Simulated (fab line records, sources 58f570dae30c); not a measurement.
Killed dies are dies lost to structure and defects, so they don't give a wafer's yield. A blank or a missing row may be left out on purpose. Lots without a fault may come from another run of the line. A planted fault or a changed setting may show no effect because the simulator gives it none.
A struck lot beside a sound one | flow berkeley_cmos170 | 34 steps out of a route of 331
Sound: wafers L633.1, L633.3, L633.5. Struck: wafers L622.1, L622.5. (L622.4 of the same lot was not struck and is left out.) The cause comes at the end.
At each step with rows: each side's tool, then ch and its chambers, then its first start. Under that, the readings that differ: sound wafers | struck wafers | difference of the means | sigmas: that difference in standard deviations of wafers without a fault.
alike: readings whose means differ by less than 2 such deviations, and words and numbers that are the same on both sides. not compared: withheld readings, readings that some wafer has no value for, bounds like >300 that may hide the same value, and numbers for which the record gives no deviation and whose values overlap.
The two part at a step that has a row with sigmas, a row that says differs or no value, or rows on one side only. Numbers that don't overlap but have no deviation are shown without sigmas and don't part them. A reading that every wafer of one side lacks parts them only if that side has two wafers or more.

first, 1 step without rows for these wafers: UCB170_M1_SPUTTER_00 (material Al, target thk 600 nm, time 80 s).
UCB170_M1_RS_MEAS_01: measures by four-point-probe.
  sound on film_metro-03, day 10 13:13; struck on film_metro-01, day 8 21:17
  alike: M1_AL_RS
UCB170_M1_THK_MEAS_02: measures by xrf.
  sound on film_metro-03, day 10 13:20; struck on film_metro-01, day 8 21:25
  alike: M1_AL_THK
then, 6 steps without rows for these wafers: UCB170_M1_COAT_03; UCB170_M1_COAT_04 (resist thk 900 nm); UCB170_M1_SOFTBAKE_05 (time 60 s); UCB170_M1_EXPOSE_06 (exposes mask METAL1, target cd 700 nm); UCB170_M1_PEB_07; UCB170_M1_DEVELOP_08 (develop time 45 s).
UCB170_M1_CD_MEAS_09: target cd 700 nm.
  sound on cd_sem-02, day 10 14:54; struck on cd_sem-01, day 8 22:28
  alike: cd_nm
UCB170_M1_OVL_MEAS_10:
  sound on overlay-01, day 10 15:01; struck on overlay-01, day 8 22:35
  alike: M1_OVL
UCB170_M1_ETCH_11: etches BARC in N2/H2.
  sound on rie_diel-02 ch 2,3, day 10 15:04; struck on rie_diel-03 ch 0,3, day 8 22:37
  alike: bias_w, drypump_motor_current_A, h2_flow_sccm, n2_flow_sccm, oes_product_au, throttle_valve_pct
UCB170_M1_METAL_ETCH_12: etches Al in Cl2/BCl3, stops on PSG, target depth 780 nm, time 130 s.
  sound on rie_metal-02 ch 0,1, day 10 15:06; struck on rie_metal-04 ch 1, day 8 22:40
  reading                             | sound             | struck      | difference                    | sigmas
  bias_w (W)                          | 120.7 120.0 119.9 | - -         | no value on the struck wafers |
  oes_product_au (a.u.)               | 0.841 0.861 0.859 | 1.040 1.031 | +0.182                        | +12
  run_length_s (s)                    | 158.6 158.0 157.9 | 134.9 135.6 | -22.9                         | -51
  model.KrF_of_M1_COAT_04.thk_nm (nm) | 451.9 425.8 423.1 | 498.8 503   | +67.3                         |
  model.M1.cd_nm (nm)                 | 699.1 695.2 694.8 | 704.5 704.4 | +8.1                          |
  alike: drypump_motor_current_A, throttle_valve_pct
  not compared: rf_hours_counter_h
UCB170_M1_STRIP_13: strips in O2.
  sound on plasma_asher-02 ch 0,1, day 10 15:14; struck on plasma_asher-01 ch 0, day 8 22:48
  alike: drypump_motor_current_A, oes_product_au
  not compared: rf_hours_counter_h
UCB170_M1_CD_MEAS_90: target cd 700 nm.
  sound on cd_sem-01, day 10 15:22; struck on cd_sem-02, day 8 22:54
  reading    | sound             | struck      | difference | sigmas
  cd_nm (nm) | 699.3 695.0 694.8 | 704.5 704.2 | +8.0       | +3
then, 1 step without rows for these wafers: UCB170_M1_ANNEAL_14 (time 1200 s).
UCB170_V1_CVD_00: deposits SiO2 from TEOS/O2, target thk 2000 nm, time 250 s.
  sound on pecvd-03 ch 1,2, day 10 18:22; struck on pecvd-03 ch 1, day 9 04:33
  alike: heater_power_w
UCB170_V1_THK_MEAS_01:
  sound on film_metro-04, day 10 18:31; struck on film_metro-01, day 9 04:43
  alike: V1_TEOS_THK
then, 1 step without rows for these wafers: UCB170_V1_CMP_02 (polishes SiO2).
UCB170_V1_BOW_MEAS_03:
  sound on film_metro-01, day 10 18:53; struck on film_metro-02, day 9 05:06
  alike: V1_BOW
UCB170_V1_THK_MEAS_04:
  sound on film_metro-01, day 10 19:00; struck on film_metro-02, day 9 05:13
  alike: V1_POLISHED_THK
then, 7 steps without rows for these wafers: UCB170_V1_CLEAN_05 (cleans in DIW); UCB170_V1_HMDS_06 (prime time 60 s); UCB170_V1_COAT_07 (resist thk 900 nm); UCB170_V1_SOFTBAKE_08 (time 60 s); UCB170_V1_EXPOSE_09 (exposes mask VIA1, target cd 700 nm); UCB170_V1_PEB_10; UCB170_V1_DEVELOP_11 (develop time 45 s).
UCB170_V1_CD_MEAS_12: target cd 700 nm.
  sound on cd_sem-02, day 11 00:14; struck on cd_sem-01, day 9 07:14
  alike: cd_nm
UCB170_V1_OVL_MEAS_13:
  sound on overlay-02, day 11 00:22; struck on overlay-01, day 9 07:22
  alike: V1_OVL
UCB170_V1_ETCH_14: etches SiO2 in CHF3/CF4/Ar, stops on Al, target depth 1250 nm, time 291 s.
  sound on rie_diel-03 ch 0,1, day 11 00:23; struck on rie_diel-03 ch 1, day 9 07:23
  reading               | sound             | struck | difference | sigmas
  CHF3_flow_sccm (sccm) | 44.99 45.01 45.12 | 44.76  | -0.28      | -2
  mfc_ar_sccm (sccm)    | 149.9 150.1 150.4 | 149.1  | -1.0       | -2
  alike: cf4_flow_sccm, drypump_motor_current_A, oes_product_au, run_length_s, throttle_valve_pct
  not compared: rf_hours_counter_h
UCB170_V1_STRIP_15: strips in O2.
  sound on plasma_asher-01 ch 0,1, day 11 00:34; struck on plasma_asher-03 ch 1, day 9 07:37
  alike: drypump_motor_current_A, oes_product_au, strip_time_to_endpoint_s
  not compared: rf_hours_counter_h
UCB170_V1_CD_MEAS_90: target cd 700 nm.
  sound on cd_sem-01, day 11 00:40; struck on cd_sem-01, day 9 08:05
  alike: cd_nm
  not compared: hold
then, 1 step without rows for these wafers: UCB170_M3_PROBE_99.

WHERE THEY PART
First at UCB170_M1_METAL_ETCH_12; last, within this record, at UCB170_V1_ETCH_14. Later steps at which nothing parts them and some readings are alike: UCB170_V1_STRIP_15, UCB170_V1_CD_MEAS_90.

WHY: what the simulator had put in
Process parameter drift: rie_metal-04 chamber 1, from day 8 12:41 on, at UCB170_M1_METAL_ETCH_12. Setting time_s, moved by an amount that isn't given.
